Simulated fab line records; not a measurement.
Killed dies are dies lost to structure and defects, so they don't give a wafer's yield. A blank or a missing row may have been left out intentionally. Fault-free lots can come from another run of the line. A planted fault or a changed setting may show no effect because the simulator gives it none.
One fault through the eyes of 2 desks || flow ritCmos || what lay behind the numbers comes last; until then each desk has only its own

## METROLOGY DESK
Means of the sampled wafers that have a number, per lot and without regard to the tool the lot ran on: this is what the gauges read. Marked OUT: a lot whose mean sits more than 4 standard deviations from the usual mean, which makes it out of limits; the brackets give that distance.
Columns: A = GATE_POLY_THK at RIT_GATE_THK_MEAS_09, usual 249.6 nm
{"lot": "L538", "first seen here": "day 2 11:55", "A": 247.6}
{"lot": "L539", "first seen here": "day 2 16:03", "A": 250.2}
{"lot": "L540", "first seen here": "day 2 20:41", "A": 250.9}
{"lot": "L541", "first seen here": "day 3 02:17", "A": 249.6}
{"lot": "L542", "first seen here": "day 3 08:05", "A": 247.0}
{"lot": "L544", "first seen here": "day 3 18:29", "A": 246.0}
{"lot": "L548", "first seen here": "day 4 13:37", "A": "120.7 (-59) OUT"}
{"lot": "L553", "first seen here": "day 5 13:54", "A": 248.2}
{"lot": "L557", "first seen here": "day 6 10:19", "A": 253.2}
This desk finds L548 out of limits, with the earliest case on L548 at day 4 13:37 (GATE_POLY_THK at RIT_GATE_THK_MEAS_09). L538, L539, L540, L541, L542, L544, L553, L557 stayed within limits.

## DESK OF THE TOOL OWNER: lpcvd-02
The tool's own readings at RIT_GATE_CVD_08 (deposits poly-Si from SiH4, target thk 250 nm, time 2220 s): means of the sampled wafers that have a number, for each lot that ran on this tool. Marked OUT: a lot whose mean sits more than 4 standard deviations from the usual mean, which makes it out of limits; the brackets give that distance.
Columns: A = pressureMtorr at RIT_GATE_CVD_08, usual 300.1 mTorr; B = sih4FlowSccm at RIT_GATE_CVD_08, usual 100.0 sccm; C = spikeTcSourceC at RIT_GATE_CVD_08, usual 629.0 C; D = susceptorTempC at RIT_GATE_CVD_08, usual 610.00 C; E = zonePowerSourcePct at RIT_GATE_CVD_08, usual 11.7 %
{"lot": "L539", "first seen here": "day 2 14:25", "A": 300.7, "B": 99.6, "C": 628.8, "D": 609.95, "E": 12.4}
{"lot": "L541", "first seen here": "day 3 00:41", "A": 300.9, "B": 99.8, "C": 625.9, "D": 610.00, "E": 10.5}
{"lot": "L542", "first seen here": "day 3 06:28", "A": 300.2, "B": 100.1, "C": 626.4, "D": 610.10, "E": 10.6}
{"lot": "L548", "first seen here": "day 4 12:00", "A": 300.8, "B": "50.0 (-99 or more) OUT", "C": 625.6, "D": 609.79, "E": 10.6}
Finding of this desk: L548 out of limits; the first was L548 at day 4 12:00, on sih4FlowSccm at RIT_GATE_CVD_08. L539, L541, L542 stayed within limits.

## TAKEN TOGETHER
The tool owner's desk could have raised an alarm at day 4 12:00, on L548.
At day 4 13:37 the metrology desk could have sounded an alarm, on L548.
All the named lots went through RIT_GATE_CVD_08 on lpcvd-02.

## WHAT WAS PUT IN BY THE SIMULATOR
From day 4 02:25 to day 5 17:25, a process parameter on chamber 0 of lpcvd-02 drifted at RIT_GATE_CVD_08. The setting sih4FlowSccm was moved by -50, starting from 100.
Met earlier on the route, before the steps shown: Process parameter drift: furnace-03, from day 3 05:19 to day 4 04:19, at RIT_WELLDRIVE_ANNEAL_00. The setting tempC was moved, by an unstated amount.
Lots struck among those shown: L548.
Hours from the fault's start to each desk's first reading out of limits: the tool owner's desk, 10; the metrology desk, 11.
